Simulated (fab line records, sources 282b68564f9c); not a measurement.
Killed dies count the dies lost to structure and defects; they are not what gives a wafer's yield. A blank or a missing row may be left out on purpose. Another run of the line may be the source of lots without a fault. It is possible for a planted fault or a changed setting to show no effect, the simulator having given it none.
fab line records + flow ritCmos
[record]
- lots = 5
- wafers = 15
- lastDay = 7
route steps=202 shown ACTIVE@19 FOX1@20 FOX2@23 NWELL@28 M1@202
lots that met no fault: from a run of the same line without faults
startH: the number of hours between the record's first day and the start of the first shown wafer of the lot + waitH: time in hours since the lot's previous step + " the same as in the row above + L1.1+2: a single row standing in for several wafers + - no value present, or no start provided + * or withheld: withheld + < > ~ a bound
route shown NAME@n: a module of which the file shows steps, and the number in the route of the first + usual: mean/standard deviation taken from wafers without a fault + same: alike in all rows + chamber/n: place in a boat + sites: per-site readings + _std_site: standard deviation of those values + _edge_site: mean of outer sites minus mean of inner sites + radiusMm: for every site, how far away it sits from the centre of the wafer + mask NAME#n: copy n + behind: tool/chamber where the wafer was last shaped + hold: reason for holding the lot/hours on hold/outcome of the hold + device: transistor that didn't switch, given as n, p or np + end of line: tests of these same wafers at the route's end + where a step has no rows: the recipe by itself + killed: not the wafer's yield, but the dies lost to structure and defects at the first sort + map: a wafer's dies, x killed, . not, _ none there
set.NAME: the setting as run; set.NAME@STEP: as run at that earlier step + model.NAME: the simulator's own value behind a step, which no gauge read
lots at selected steps of the route; one table per step, one row per wafer
services: the hour from which a tool's chamber was out of use, counted from the record's first day as startH (under 0 if before that day), plus the number of hours and why
[[steps]]
[step RIT_ACTIVE_CLEAN_17]
[recipe]
- chemistry = SC2
- mix = 3:3:50
- timeS = 600
- tempC = 75
- dry = n2Spin
[step RIT_FOX1_OXIDATION_00]
[recipe]
- tempC = 1100
- ambient = H2O
- targetThkA = 3507
- pH2oTorr = 720
- oxTimeS = 1130
[step RIT_FOX1_THK_MEAS_01]
[recipe]
- reads = SiO2_of_FOX1_OXIDATION_00
[usual]
- FOX1_OXIDE_THK = 353/6.2
| lot.wafer | tool         | chamber | startH | waitH | FOX1_OXIDE_THK[nm] |
|-----------|--------------|---------|--------|-------|--------------------|
| L894.3    | filmMetro-01 | -       | 28.08  | 0.0   | 356                |
| L894.4    | "            | -       | "      | "     | 357                |
| L894.6    | "            | -       | "      | "     | 357                |
| L898.3    | filmMetro-01 | -       | 46.87  | 0.0   | 354                |
| L898.4    | "            | -       | "      | "     | 348                |
| L898.5    | "            | -       | "      | "     | 350                |
| L907.2    | filmMetro-01 | -       | 91.95  | 0.0   | 356                |
| L907.3    | "            | -       | "      | "     | 349                |
| L907.5    | "            | -       | "      | "     | 347                |
| L912.2    | filmMetro-02 | -       | 116.86 | 0.0   | 353                |
| L912.3    | "            | -       | "      | "     | 346                |
| L912.5    | "            | -       | "      | "     | 351                |
| L915.1    | filmMetro-01 | -       | 133.37 | 0.0   | 359                |
| L915.2    | "            | -       | "      | "     | 360                |
| L915.5    | "            | -       | "      | "     | 361                |
[step RIT_FOX1_WET_ETCH_02]
[recipe]
- chemistry = BOE
- targetDepthNm = 350
- timeS = 390
- tempC = 21.5
- dry = n2Spin
- dilution = 10:1
- target = SiO2
[step RIT_FOX2_OXIDATION_00]
[recipe]
- tempC = 1100
- ambient = H2O
- targetThkA = 3507
- pH2oTorr = 720
- oxTimeS = 1130
[step RIT_FOX2_THK_MEAS_01]
[recipe]
- reads = SiO2_of_FOX2_OXIDATION_00
[usual]
- FOX2_OXIDE_THK = 349/7.4
| lot.wafer | tool         | chamber | startH | waitH | FOX2_OXIDE_THK[nm] |
|-----------|--------------|---------|--------|-------|--------------------|
| L894.3    | filmMetro-04 | -       | 30.15  | 0.0   | 359                |
| L894.4    | "            | -       | "      | "     | 349                |
| L894.6    | "            | -       | "      | "     | 351                |
| L898.3    | filmMetro-01 | -       | 48.37  | 0.0   | 363                |
| L898.4    | "            | -       | "      | "     | 362                |
| L898.5    | "            | -       | "      | "     | 360                |
| L907.2    | filmMetro-01 | -       | 93.44  | 0.0   | 349                |
| L907.3    | "            | -       | "      | "     | 341                |
| L907.5    | "            | -       | "      | "     | 350                |
| L912.2    | filmMetro-01 | -       | 118.35 | 0.0   | 350                |
| L912.3    | "            | -       | "      | "     | 346                |
| L912.5    | "            | -       | "      | "     | 348                |
| L915.1    | filmMetro-04 | -       | 135.91 | 0.0   | 355                |
| L915.2    | "            | -       | "      | "     | 360                |
| L915.5    | "            | -       | "      | "     | 359                |
[step RIT_FOX2_CLEAN_02]
[recipe]
- chemistry = dHF
- dilution = 50:1
- timeS = 180
[step RIT_FOX2_WET_ETCH_03]
[recipe]
- chemistry = H3PO4
- target = Si3N4
- targetDepthNm = 195
- tempC = 165
- timeS = 2700
[step RIT_FOX2_THK_MEAS_90]
[recipe]
- reads = SiO2_of_FOX2_OXIDATION_00
[usual]
- FIELD_OXIDE_LEFT_1_THK = 322/7.4
| lot.wafer | tool         | chamber | startH | waitH | FIELD_OXIDE_LEFT_1_THK[nm] |
|-----------|--------------|---------|--------|-------|----------------------------|
| L894.3    | filmMetro-01 | -       | 31.03  | 0.0   | 332                        |
| L894.4    | "            | -       | "      | "     | 322                        |
| L894.6    | "            | -       | "      | "     | 323                        |
| L898.3    | filmMetro-01 | -       | 49.25  | 0.0   | 336                        |
| L898.4    | "            | -       | "      | "     | 335                        |
| L898.5    | "            | -       | "      | "     | 333                        |
| L907.2    | filmMetro-01 | -       | 95.08  | 0.0   | 322                        |
| L907.3    | "            | -       | "      | "     | 314                        |
| L907.5    | "            | -       | "      | "     | 323                        |
| L912.2    | filmMetro-01 | -       | 119.23 | 0.0   | 323                        |
| L912.3    | "            | -       | "      | "     | 319                        |
| L912.5    | "            | -       | "      | "     | 321                        |
| L915.1    | filmMetro-03 | -       | 136.78 | 0.0   | 327                        |
| L915.2    | "            | -       | "      | "     | 332                        |
| L915.5    | "            | -       | "      | "     | 332                        |
[step RIT_NWELL_HMDS_00]
[recipe]
- primeTimeS = 60
- primeTempC = 140
[step RIT_NWELL_COAT_01]
[recipe]
- resist = NOVOLAK
- spinRpm = 2000
- resistThkNm = 1300
[step RIT_NWELL_SOFTBAKE_02]
[recipe]
- resist = NOVOLAK
- tempC = 90
- timeS = 60
[step RIT_NWELL_EXPOSE_03]
[recipe]
- maskId = M2
- na = 0.57
- targetCdNm = 43900
- doseMj = 250
[usual]
- focusOffsetNm = 0.1/0.54
- reticleTempC = 22.99/0.12
- stageVelMmS = 500.02/0.23
| lot.wafer | tool            | chamber | startH | waitH | mask    | focusOffsetNm | reticleTempC | stageVelMmS |
|-----------|-----------------|---------|--------|-------|---------|---------------|--------------|-------------|
| L894.3    | ilineStepper-02 | 0       | 31.56  | 0.1   | M2#0    | 0.1           | 23.13        | 499.70      |
| L894.4    | "               | 0       | "      | "     | M2#0    | 0.3           | 23.11        | 500.01      |
| L894.6    | "               | 0       | "      | "     | M2#0    | 0.9           | 22.94        | 499.95      |
| L898.3    | ilineStepper-01 | 0       | 49.78  | 0.1   | M2_R1#0 | 0.1           | 23.03        | 499.85      |
| L898.4    | "               | 0       | "      | "     | M2_R1#0 | 0.7           | 22.92        | 499.98      |
| L898.5    | "               | 0       | "      | "     | M2_R1#0 | 0.4           | 23.04        | 500.07      |
| L907.2    | ilineStepper-01 | 0       | 95.60  | 0.1   | M2#0    | -0.9          | 22.92        | 499.99      |
| L907.3    | "               | 0       | "      | "     | M2#0    | -0.3          | 22.78        | 500.20      |
| L907.5    | "               | 0       | "      | "     | M2#0    | -0.4          | 22.93        | 499.74      |
| L912.2    | ilineStepper-02 | 0       | 119.75 | 0.1   | M2#0    | 0.2           | 23.10        | 500.00      |
| L912.3    | "               | 0       | "      | "     | M2#0    | 0.4           | 23.13        | 499.89      |
| L912.5    | "               | 0       | "      | "     | M2#0    | -0.4          | 23.10        | 499.90      |
| L915.1    | ilineStepper-02 | 0       | 137.33 | 0.2   | M2#0    | 1.0           | 23.09        | 500.07      |
| L915.2    | "               | 0       | "      | "     | M2#0    | 0.6           | 23.03        | 500.05      |
| L915.5    | "               | 0       | "      | "     | M2#0    | -0.2          | 23.12        | 499.81      |
[step RIT_NWELL_PEB_04]
[recipe]
- resist = NOVOLAK
- tempC = withheld
- timeS = withheld
[step RIT_NWELL_DEVELOP_05]
[recipe]
- resist = NOVOLAK
- developTimeS = 68
- devTempC = 21.88
| lot.wafer  | tool          | chamber | startH | waitH | model.NWELL.cdNm |
|------------|---------------|---------|--------|-------|------------------|
| L894.3+6   | lithoTrack-03 | 0       | -      | -     | 4.39e+04         |
| L894.4     | "             | 0       | "      | "     | 4.391e+04        |
| L898.3+4+5 | lithoTrack-01 | 0       | -      | -     | 4.421e+04        |
| L907.2+3   | lithoTrack-01 | 0       | -      | -     | 4.391e+04        |
| L907.5     | "             | 0       | "      | "     | 4.39e+04         |
| L912.2+3   | lithoTrack-03 | 0       | -      | -     | 4.39e+04         |
| L912.5     | "             | 0       | "      | "     | 4.391e+04        |
| L915.1+2   | lithoTrack-03 | 0       | -      | -     | 4.391e+04        |
| L915.5     | "             | 0       | "      | "     | 4.39e+04         |
[step RIT_NWELL_OVL_MEAS_06]
[usual]
- NWELL_OVL = -0.3/1.4
| lot.wafer | tool       | chamber | startH | waitH | NWELL_OVL[nm] |
|-----------|------------|---------|--------|-------|---------------|
| L894.3    | overlay-02 | -       | 31.96  | -     | 1.2           |
| L894.4    | "          | -       | "      | "     | 0.3           |
| L894.6    | "          | -       | "      | "     | -1.5          |
| L898.3    | overlay-02 | -       | 50.18  | -     | -2.4          |
| L898.4    | "          | -       | "      | "     | -1.3          |
| L898.5    | "          | -       | "      | "     | -3.2          |
| L907.2    | overlay-02 | -       | 96.02  | -     | -2.8          |
| L907.3    | "          | -       | "      | "     | -2.0          |
| L907.5    | "          | -       | "      | "     | -2.8          |
| L912.2    | overlay-01 | -       | 120.17 | -     | 1.3           |
| L912.3    | "          | -       | "      | "     | 3.0           |
| L912.5    | "          | -       | "      | "     | 2.0           |
| L915.1    | overlay-02 | -       | 137.76 | -     | 0.1           |
| L915.2    | "          | -       | "      | "     | 1.4           |
| L915.5    | "          | -       | "      | "     | -0.8          |
[step RIT_M1_PROBE_99]
[usual]
- killedAtFrontEnd = 7/3
- killedDies = 7/3
- killedOpen = 3.2/1.8
- killedShort = 3.5/2.1
[same]
- grossDies = 264
- killed_at_M0_to_M3 = 0
- killed_at_M4_up = 0
- killedAtBackSide = 0
- killedAtContacts = 0
- killedAtOther = 0
| lot.wafer | tool      | chamber | startH | waitH | killedAtFrontEnd | killedDies | killedOpen | killedShort | model.etest.wellEdgeRight.lineOhmUm | model.etest.wellEdgeLeft.lineOhmUm |
|-----------|-----------|---------|--------|-------|------------------|------------|------------|-------------|-------------------------------------|------------------------------------|
| L894.3    | prober-01 | -       | 68.64  | 0.2   | 5                | 5          | 1          | 4           | 178                                 | 181.7                              |
| L894.4    | prober-01 | -       | 68.69  | 0.2   | 5                | 5          | 3          | 2           | 177.9                               | 178.2                              |
| L894.6    | prober-01 | -       | 68.79  | 0.2   | 3                | 3          | 3          | 0           | 178.8                               | 178.4                              |
| L898.3    | prober-02 | -       | 86.10  | 0.2   | 10               | 10         | 7          | 3           | 173.5                               | 172.9                              |
| L898.4    | prober-02 | -       | 86.15  | 0.2   | 7                | 7          | 3          | 4           | 173.8                               | 173.3                              |
| L898.5    | prober-02 | -       | 86.20  | 0.2   | 12               | 12         | 5          | 7           | 174.3                               | 173.3                              |
| L907.2    | prober-01 | -       | 132.67 | 0.1   | 2                | 2          | 1          | 1           | 179.4                               | 178.2                              |
| L907.3    | prober-01 | -       | 132.72 | 0.2   | 8                | 8          | 3          | 5           | 179.3                               | 179.4                              |
| L907.5    | prober-01 | -       | 132.82 | 0.2   | 6                | 6          | 3          | 3           | 180.4                               | 177.6                              |
| L912.2    | prober-02 | -       | 159.52 | 0.1   | 5                | 5          | 3          | 2           | 178.3                               | 180.9                              |
| L912.3    | prober-02 | -       | 159.57 | 0.2   | 7                | 7          | 5          | 2           | 177.7                               | 178.8                              |
| L912.5    | prober-02 | -       | 159.67 | 0.2   | 7                | 7          | 2          | 5           | 180.2                               | 179.8                              |
| L915.1    | prober-01 | -       | 177.69 | 0.1   | 3                | 3          | 2          | 1           | 179                                 | 178.1                              |
| L915.2    | prober-01 | -       | 177.74 | 0.1   | 3                | 3          | 0          | 3           | 178.7                               | 178.4                              |
| L915.5    | prober-01 | -       | 177.89 | 0.2   | 7                | 7          | 3          | 4           | 179.3                               | 182.5                              |
// killed by level:class
L894.3 SPACER:geometricParticle:short=3 REOX:geometricParticle:short=1 SILICIDE:geometricParticle:open=1
L894.4 GATE:geometricParticle:open=3 GATE:geometricParticle:short=1 SPACER:geometricParticle:short=1
L894.6 SPACER:geometricParticle:open=2 SILICIDE:geometricParticle:open=1
L898.3 GATE:geometricParticle:open=3 GATE:geometricParticle:short=2 FOX1:geometricParticle:open=1 FOX2:geometricParticle:open=1 REOX:geometricParticle:open=1 SILICIDE:geometricParticle:open=1 SILICIDE:geometricParticle:short=1
L898.4 GATE:geometricParticle:short=3 REOX:geometricParticle:open=2 SILICIDE:geometricParticle:short=1 SILICIDE:geometricParticle:open=1
L898.5 GATE:geometricParticle:open=2 GATE:geometricParticle:short=2 SPACER:geometricParticle:short=2 FOX1:geometricParticle:open=1 FOX1:geometricParticle:short=1 FOX2:geometricParticle:short=1 REOX:geometricParticle:short=1 SPACER:geometricParticle:open=1
L907.2 GATE:geometricParticle:open=1 GATE:geometricParticle:short=1
L907.3 GATE:geometricParticle:short=3 GATE:geometricParticle:open=2 SPACER:geometricParticle:short=2 FOX1:geometricParticle:open=1
L907.5 GATE:geometricParticle:open=3 SPACER:geometricParticle:short=2 FOX2:geometricParticle:short=1
L912.2 GATE:geometricParticle:open=1 SPACER:geometricParticle:short=1 SPACER:geometricParticle:open=1 SILICIDE:geometricParticle:open=1 SILICIDE:geometricParticle:short=1
L912.3 FOX2:geometricParticle:open=3 FOX1:geometricParticle:open=2 GATE:geometricParticle:short=2
L912.5 GATE:geometricParticle:short=2 SILICIDE:geometricParticle:short=2 FOX2:geometricParticle:open=1 FOX2:geometricParticle:short=1 SPACER:geometricParticle:open=1
L915.1 REOX:geometricParticle:open=2 GATE:geometricParticle:short=1
L915.2 SPACER:geometricParticle:short=2 FOX2:geometricParticle:short=1
L915.5 FOX1:geometricParticle:open=3 GATE:geometricParticle:short=1 REOX:geometricParticle:short=1 SPACER:geometricParticle:short=1 SILICIDE:geometricParticle:short=1
[[services]]
| tool            | chamber | startH | hours | kind   |
|-----------------|---------|--------|-------|--------|
| ilineStepper-01 | -       | 73.18  | 1.7   | pm     |
| ilineStepper-02 | -       | 98.88  | 1.7   | pm     |
| ilineStepper-01 | -       | 132.08 | 9.8   | repair |
[[key]]
[firstSign]
- step = RIT_NWELL_EXPOSE_03
- reading = mask
- direction = changed
effect none on later readings
[modelEffect]
- step = RIT_NWELL_DEVELOP_05
- value = NWELL.cdNm
- without = 4.391e+04
- struck = 4.421e+04
[modelEffect]
- step = RIT_M1_PROBE_99
- value = etest.wellEdgeRight.lineOhmUm
- without = 180.5
- struck = 173.9
metAt RIT_NWELL_EXPOSE_03
struckWafers L898.3,L898.4,L898.5
testerLeftOut L898
[fault]
- kind = wrongMask
- tool = any
- chamber = -
- onsetH = 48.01
- steps = RIT_NWELL_EXPOSE_03
- auxCopy = M2_R1#0
- cdOffsetNm = 300
- scope = struckLotsOnly
// testerLeftOut: of these lots the tester's yield and bins aren't shown, on N5 and GAA mostly nor the transistor test; their killed dies are dies lost to structure and defects alone, not to doping, threshold or leakage, so they don't give the yield
